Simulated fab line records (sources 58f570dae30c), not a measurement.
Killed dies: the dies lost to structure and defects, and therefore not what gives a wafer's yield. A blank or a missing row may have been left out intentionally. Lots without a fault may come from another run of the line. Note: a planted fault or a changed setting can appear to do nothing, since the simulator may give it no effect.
Problem report, 8D (eight disciplines) form, completed by code	flow berkeley-cmos170	the parts of the form that need people (team, actions taken, sign-off) are left out

== 1. WHAT WENT WRONG ==
Mean of spike-tc-load-C at UCB170_M1_ANNEAL_14: 384.8 C across 9 wafers in 3 lots; on wafers with no fault it is 425.1 C (standard deviation 0.98). That is -41 standard deviations from the usual mean.
The step: time 1200 s.
First seen on wafer L280.1, day 12 00:44, on furnace-03. Wafers with a number at this step in the record: 45, from 15 lots. Rule for "out" (also "out of limits"): further than 4 standard deviations from the usual mean. The rest of the wafers with a number are treated as sound.

== 2. WHAT IT IS, WHAT IT ISN'T ==
question	is	is not
which readings at this step	spike-tc-load-C, spike-tc-centre-C, spike-tc-source-C, zone-power-centre-pct, zone-power-load-pct, zone-power-source-pct	-
which lots	L279, L280, L284	L263, L264, L265, L266, L267, L269, L270, L271, L273, L276, L277, L281
which wafers of those lots	all that have a number	-
read on which tools	furnace-03	-
when	from day 12 00:44	up to then (36 sound wafers)

== 3. WHAT RULES OUT EACH SUSPECT ==
Counting: a tool at a process step up to the reading stays a suspect if it ran every lot that is out and no sound lot after the first of them.
- furnace-03 at UCB170_M1_ANNEAL_14 (time 1200 s): kept. All lots that are out passed through it, beginning with L280 at day 12 00:44, and no sound lot followed; its final sound lot before that point was L281 at day 11 17:38. On those wafers its own readings are out: spike-tc-centre-C, spike-tc-load-C, spike-tc-source-C, zone-power-centre-pct, zone-power-load-pct, zone-power-source-pct.
After counting, what remains is furnace-03 at UCB170_M1_ANNEAL_14.

== 4. THE CAUSE (what the simulator had put in) ==
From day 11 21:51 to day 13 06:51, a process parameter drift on furnace-03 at UCB170_M1_ANNEAL_14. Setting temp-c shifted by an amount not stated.
Counting left only this tool.

== 5. THE CHAIN OF EFFECTS, in route order ==
Each row: a reading whose mean over the struck wafers that have a number lies more than 3 standard deviations from the usual. Only readings whose record carries a usual standard deviation are examined. hours: median over the lots of the time between each lot's start at the first step of this table that gives one and its start at this step. sigmas: the change, counted in usual standard deviations.
hours	step	reading	usual	on struck wafers	change	sigmas
0	UCB170_M1_ANNEAL_14	spike-tc-centre-C	402.1 C	361.9	-40.2	-40
0	UCB170_M1_ANNEAL_14	spike-tc-load-C	425.1 C	384.8	-40.3	-41
0	UCB170_M1_ANNEAL_14	spike-tc-source-C	415.3 C	374.4	-40.9	-41
0	UCB170_M1_ANNEAL_14	zone-power-centre-pct	17.71 %	15.85	-1.86	-9.8
0	UCB170_M1_ANNEAL_14	zone-power-load-pct	4.56 %	3.97	-0.59	-14
0	UCB170_M1_ANNEAL_14	zone-power-source-pct	5.51 %	4.77	-0.74	-13
Here are the process steps it includes:
- UCB170_M1_ANNEAL_14: time 1200 s.
Later steps that measure or inspect, where all struck wafers having a row at the step show a number for every such reading and not one has moved that far: UCB170_V1_THK_MEAS_04, UCB170_V1_OVL_MEAS_13.

== 6. HOW IT WOULD HAVE BEEN CAUGHT EARLIER ==
First out-of-limits reading in this record: day 12 00:44, which is 3 hours after fault onset at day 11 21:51.
